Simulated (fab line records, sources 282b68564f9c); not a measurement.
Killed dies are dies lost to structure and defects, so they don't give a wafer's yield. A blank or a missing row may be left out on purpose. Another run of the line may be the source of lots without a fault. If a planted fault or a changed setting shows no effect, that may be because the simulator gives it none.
The same fault as seen by 2 desks :: flow ritCmos :: each desk holds nothing but its own numbers, with what lay behind them at the end

== THE METROLOGY DESK ==
What the gauges read, lot by lot, whatever tool the lot ran on: means of the sampled wafers that have a number. A lot is out of limits, marked OUT, if its mean lies more than 4 standard deviations from the usual mean; the brackets give that distance.
Columns: A = PSD_RS at RIT_SDANNEAL_RS_MEAS_04, usual 115.70 ohm/sq; B = NSD_RS at RIT_SDANNEAL_RS_MEAS_05, usual 84.4 ohm/sq; C = PLDD_RS at RIT_SDANNEAL_RS_MEAS_06, usual 178.4 ohm/sq; D = NLDD_RS at RIT_SDANNEAL_RS_MEAS_07, usual 151.5 ohm/sq
lot: L859
first seen here: day 3 14:06
A: 115.63
B: 84.3
C: 179.2
D: 150.8

lot: L862
first seen here: day 4 04:58
A: 115.40
B: 84.5
C: 178.3
D: 150.5

lot: L863
first seen here: day 4 05:32
A: 115.64
B: 84.5
C: 178.7
D: 151.7

lot: L864
first seen here: day 4 13:10
A: 115.77
B: 84.3
C: 178.6
D: 151.5

lot: L865
first seen here: day 4 16:20
A: 115.51
B: 84.1
C: 178.3
D: 151.8

lot: L866
first seen here: day 4 21:56
A: 115.91
B: 84.8
C: 178.6
D: 151.4

lot: L867
first seen here: day 5 04:32
A: 116.13
B: 84.0
C: 178.5
D: 151.3

lot: L869
first seen here: day 5 11:25
A: 72.55 (-99 or more) OUT
B: 77.5 (-22) OUT
C: 141.6 (-88) OUT
D: 142.6 (-14) OUT

lot: L871
first seen here: day 5 19:55
A: 72.58 (-99 or more) OUT
B: 76.7 (-25) OUT
C: 140.9 (-89) OUT
D: 142.9 (-14) OUT

lot: L874
first seen here: day 6 13:39
A: 115.69
B: 84.8
C: 178.4
D: 152.6

lot: L876
first seen here: day 7 00:56
A: 115.44
B: 84.3
C: 177.7
D: 151.5

lot: L878
first seen here: day 7 09:43
A: 115.77
B: 84.6
C: 178.2
D: 152.3

lot: L880
first seen here: day 7 18:34
A: 115.80
B: 84.4
C: 178.6
D: 152.3

lot: L882
first seen here: day 8 05:56
A: 115.58
B: 85.0
C: 177.8
D: 152.1
This desk's finding: out of limits on L869, L871; first on L869, day 5 11:25 (PSD_RS at RIT_SDANNEAL_RS_MEAS_04). L859, L862, L863, L864, L865, L866, L867, L874, L876, L878, L880, L882: within limits.

== AT THE TOOL OWNER'S DESK: rtpAnneal-01 ==
At RIT_SDANNEAL_RTA_03 (time 5 s), the tool's own readings, given per lot that ran on this tool as the mean of the sampled wafers with a number. A lot is out of limits, marked OUT, if its mean lies more than 4 standard deviations from the usual mean; the brackets give that distance.
Columns: A = wafer_temp_C_max at RIT_SDANNEAL_RTA_03, usual 1053.4
lot: L859
first seen here: day 3 14:01
A: 1054.5

lot: L863
first seen here: day 4 05:29
A: 1053.1

lot: L865
first seen here: day 4 16:17
A: 1053.6

lot: L867
first seen here: day 5 04:28
A: 1052.6

lot: L869
first seen here: day 5 11:20
A: 1053.4

lot: L871
first seen here: day 5 19:52
A: 1053.1
Finding of this desk: none of the 6 lots has anything out of limits.

== ALL TOGETHER ==
L869, L871 would have let the metrology desk raise an alarm at day 5 11:25.
The tool owner's desk saw nothing out of limits.
Tool owner's desk: L869, L871 on record, inside its limits.
Of the lots named, all ran RIT_SDANNEAL_RTA_03 on rtpAnneal-01.

== WHAT HAD BEEN PUT IN BY THE SIMULATOR ==
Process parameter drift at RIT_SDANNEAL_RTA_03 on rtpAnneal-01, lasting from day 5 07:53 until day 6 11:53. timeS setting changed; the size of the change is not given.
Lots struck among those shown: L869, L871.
Hours from the fault's start to each desk's first reading out of limits: the metrology desk, 4.
